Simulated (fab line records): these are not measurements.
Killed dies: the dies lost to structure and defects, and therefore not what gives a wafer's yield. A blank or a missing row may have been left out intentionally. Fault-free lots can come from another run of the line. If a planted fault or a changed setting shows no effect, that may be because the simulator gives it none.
Chamber matching | flow berkeley-cmos170 | 4 sister chambers for UCB170_GATE_ETCH_15 on rie-si-01
The step etches poly-Si in HBr/Cl2, stops on SiO2, time 56.3 s, target depth 278.2 nm. 8 wafers are shown with their chamber, then 8 later ones without.

WAFERS PAIRED WITH THEIR CHAMBERS
wafer  | chamber | drypump-motor-current-A (A) | throttle-valve-pct (%)
L359.5 | 2       | 5.9                         | 26.28
L365.3 | 3       | 5.1                         | 26.54
L370.5 | 0       | 6.5                         | 26.82
L370.6 | 1       | 5.2                         | 26.49
L377.3 | 3       | 5.1                         | 26.51
L377.5 | 1       | 5.1                         | 26.46
L377.6 | 0       | 6.5                         | 26.82
L379.1 | 2       | 5.9                         | 26.27

WAFERS WHOSE CHAMBER IS MISSING
wafer  | drypump-motor-current-A (A) | throttle-valve-pct (%)
L379.2 | 5.1                         | 26.52
L379.6 | 6.5                         | 26.82
L381.1 | 5.9                         | 26.27
L381.4 | 5.2                         | 26.47
L381.5 | 6.5                         | 26.82
L382.1 | 5.2                         | 26.47
L382.3 | 6.5                         | 26.81
L382.4 | 5.9                         | 26.28

CHAMBER TAKEN BY EACH
wafer  | from the rows above | in truth
L379.2 | 3                   | 3
L379.6 | 0                   | 0
L381.1 | 2                   | 2
L381.4 | 1                   | 1
L381.5 | 0                   | 0
L382.1 | 1                   | 1
L382.3 | 0                   | 0
L382.4 | 2                   | 2
Correctly placed: 8 of 8. Left unplaced by these rows: 0. Placed wrongly: 0.
How it was worked out, from the rows above alone: a wafer's distance from a chamber is the root of the sum, over the readings, of the square of ((its reading less the chamber's mean) divided by the reading's scatter). If the next closest chamber is less than 2 further off than the closest, the wafer can't be placed; otherwise it belongs to the closest. The mean given for a chamber averages the wafers shown for that chamber. The scatter: the root of (the sum of the squares of (reading less its chamber's mean) over the shown wafers, divided by (wafers less chambers)).
